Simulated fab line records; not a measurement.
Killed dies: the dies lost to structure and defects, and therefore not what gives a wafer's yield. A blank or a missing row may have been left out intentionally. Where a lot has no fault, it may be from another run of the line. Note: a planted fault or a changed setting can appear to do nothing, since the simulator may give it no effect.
Which tool was responsible? :: flow berkeley cmos170 :: 14 lots, 42 wafers sampled, at 3 steps of a route of 331

## WHAT THE GAUGES SHOWED, per wafer
UCB170_WELLDRIVE_THK_MEAS_02.
lot: L580
measured: day 4 00:10
on: film metro-03
WELLDRIVE_OXIDE_THK (nm): 198 196 196

lot: L581
measured: day 4 07:13
on: film metro-03
WELLDRIVE_OXIDE_THK (nm): 206 204 205

lot: L585
measured: day 4 21:26
on: film metro-04
WELLDRIVE_OXIDE_THK (nm): 201 198 197

lot: L587
measured: day 5 07:21
on: film metro-04
WELLDRIVE_OXIDE_THK (nm): 205 201 199

lot: L588
measured: day 5 17:51
on: film metro-04
WELLDRIVE_OXIDE_THK (nm): 199 198 198

lot: L589
measured: day 5 17:52
on: film metro-02
WELLDRIVE_OXIDE_THK (nm): 205 200 202

lot: L590
measured: day 6 00:03
on: film metro-03
WELLDRIVE_OXIDE_THK (nm): 208 202 206

lot: L591
measured: day 6 10:50
on: film metro-02
WELLDRIVE_OXIDE_THK (nm): 208 206 206

lot: L592
measured: day 6 10:50
on: film metro-04
WELLDRIVE_OXIDE_THK (nm): 202 202 200

lot: L593
measured: day 6 10:50
on: film metro-03
WELLDRIVE_OXIDE_THK (nm): 201 203 200

lot: L600
measured: day 7 23:49
on: film metro-03
WELLDRIVE_OXIDE_THK (nm): 196 197 195

lot: L599
measured: day 7 23:50
on: film metro-04
WELLDRIVE_OXIDE_THK (nm): 200 197 196

lot: L601
measured: day 8 08:19
on: film metro-04
WELLDRIVE_OXIDE_THK (nm): 202 200 202

lot: L603
measured: day 8 16:38
on: film metro-03
WELLDRIVE_OXIDE_THK (nm): 199 200 198

UCB170_GATE_THK_MEAS_05.
lot: L580
measured: day 6 21:47
on: film metro-03
GATE_POLY_THK (nm): 212.5 211.7 210.5

lot: L581
measured: day 7 12:13
on: film metro-04
GATE_POLY_THK (nm): 213.7 214.1 213.8

lot: L585
measured: day 8 03:59
on: film metro-03
GATE_POLY_THK (nm): 214.3 213.5 212.5

lot: L587
measured: day 8 12:31
on: film metro-03
GATE_POLY_THK (nm): 212.6 213.2 211.5

lot: L588
measured: day 8 17:34
on: film metro-04
GATE_POLY_THK (nm): 213.2 214.6 214.4

lot: L589
measured: day 8 17:31
on: film metro-03
GATE_POLY_THK (nm): 213.3 213.6 213.7

lot: L590
measured: day 8 17:30
on: film metro-04
GATE_POLY_THK (nm): 215.0 213.9 215.8

lot: L591
measured: day 9 17:18
on: film metro-02
GATE_POLY_THK (nm): 216.5 216.0 216.9

lot: L592
measured: day 9 17:19
on: film metro-03
GATE_POLY_THK (nm): 215.3 214.7 214.1

lot: L593
measured: day 9 17:19
on: film metro-04
GATE_POLY_THK (nm): 215.2 215.6 214.8

lot: L600
measured: day 11 12:53
on: film metro-04
GATE_POLY_THK (nm): 213.5 214.3 214.3

lot: L599
measured: day 11 12:54
on: film metro-02
GATE_POLY_THK (nm): 212.9 213.6 211.3

lot: L601
measured: day 11 17:37
on: film metro-03
GATE_POLY_THK (nm): 217.6 217.6 217.4

lot: L603
measured: day 12 10:46
on: film metro-04
GATE_POLY_THK (nm): 211.5 212.3 211.3

## WHICH TOOL RAN EACH LOT (tool, then ch and the chambers of the sampled wafers, then the start)
lot: L580
UCB170_NWELL_STRIP_15: plasma asher-02 ch 0,1, day 2 15:35

lot: L581
UCB170_NWELL_STRIP_15: plasma asher-04 ch 0,1, day 2 22:13

lot: L585
UCB170_NWELL_STRIP_15: plasma asher-02 ch 0,1, day 3 09:01

lot: L587
UCB170_NWELL_STRIP_15: plasma asher-01 ch 0,1, day 4 00:14

lot: L588
UCB170_NWELL_STRIP_15: plasma asher-04 ch 0,1, day 4 05:42

lot: L589
UCB170_NWELL_STRIP_15: plasma asher-04 ch 0,1, day 4 11:43

lot: L590
UCB170_NWELL_STRIP_15: plasma asher-01 ch 0, day 4 17:26

lot: L591
UCB170_NWELL_STRIP_15: plasma asher-01 ch 1, day 5 00:04

lot: L592
UCB170_NWELL_STRIP_15: plasma asher-01 ch 0,1, day 5 00:19

lot: L593
UCB170_NWELL_STRIP_15: plasma asher-04 ch 0,1, day 5 00:22

lot: L600
UCB170_NWELL_STRIP_15: plasma asher-02 ch 0, day 6 13:29

lot: L599
UCB170_NWELL_STRIP_15: plasma asher-02 ch 0,1, day 6 13:47

lot: L601
UCB170_NWELL_STRIP_15: plasma asher-01 ch 1, day 6 21:38

lot: L603
UCB170_NWELL_STRIP_15: plasma asher-02 ch 0,1, day 7 09:23
- UCB170_NWELL_STRIP_15: strips in O2.

## AS READ BY THE TOOLS THEMSELVES (means over the sampled wafers that have a number; for cases with no such wafer, the mark the record gives instead)
UCB170_NWELL_STRIP_15.
lot: L580
tool: plasma asher-02
drypump motor current A (A): 6.0
oes product au (a.u.): 0.723
strip time to endpoint s (s): 18.10

lot: L581
tool: plasma asher-04
drypump motor current A (A): 5.8
oes product au (a.u.): 0.722
strip time to endpoint s (s): 18.04

lot: L585
tool: plasma asher-02
drypump motor current A (A): 5.8
oes product au (a.u.): 0.719
strip time to endpoint s (s): 17.94

lot: L587
tool: plasma asher-01
drypump motor current A (A): 5.7
oes product au (a.u.): 0.721
strip time to endpoint s (s): 17.97

lot: L588
tool: plasma asher-04
drypump motor current A (A): 5.8
oes product au (a.u.): 0.723
strip time to endpoint s (s): 17.98

lot: L589
tool: plasma asher-04
drypump motor current A (A): 5.6
oes product au (a.u.): 0.719
strip time to endpoint s (s): 18.09

lot: L590
tool: plasma asher-01
drypump motor current A (A): 5.5
oes product au (a.u.): 0.724
strip time to endpoint s (s): 18.06

lot: L591
tool: plasma asher-01
drypump motor current A (A): 6.2
oes product au (a.u.): 0.719
strip time to endpoint s (s): 18.05

lot: L592
tool: plasma asher-01
drypump motor current A (A): 6.0
oes product au (a.u.): 0.719
strip time to endpoint s (s): 17.97

lot: L593
tool: plasma asher-04
drypump motor current A (A): 5.6
oes product au (a.u.): 0.718
strip time to endpoint s (s): 18.04

lot: L600
tool: plasma asher-02
drypump motor current A (A): 6.2
oes product au (a.u.): 0.720
strip time to endpoint s (s): 18.00

lot: L599
tool: plasma asher-02
drypump motor current A (A): 6.0
oes product au (a.u.): 0.721
strip time to endpoint s (s): 17.87

lot: L601
tool: plasma asher-01
drypump motor current A (A): 6.2
oes product au (a.u.): 0.724
strip time to endpoint s (s): 17.96

lot: L603
tool: plasma asher-02
drypump motor current A (A): 5.9
oes product au (a.u.): 0.718
strip time to endpoint s (s): 18.01

## THE ANSWER, worked out from the rows above alone
Rule: what is usual is taken from the lots themselves. Put in order of their means at a reading, lots are off if they are a third of the lots or fewer, leave a main group of 4 or more, and stand apart from it by a gap of 3 or more times the standard deviation of the main group's means; of several such gaps the widest counts. A main group is skipped when, at the precision printed for the reading in the tables above, its means are all equal. A lot without any number at a reading at which 4 lots or more have one is off too. The other lots that the step has rows for count as sound. First the gauges in route order, then the tools' own readings, where a lot's mean is used as printed above. At the first step where some lot is off, the reading lying furthest off is the one used; lots without a number count as furthest.
Nothing can be told from this: no lot is off at any reading shown.

## WHAT THE SIMULATOR PUT IN
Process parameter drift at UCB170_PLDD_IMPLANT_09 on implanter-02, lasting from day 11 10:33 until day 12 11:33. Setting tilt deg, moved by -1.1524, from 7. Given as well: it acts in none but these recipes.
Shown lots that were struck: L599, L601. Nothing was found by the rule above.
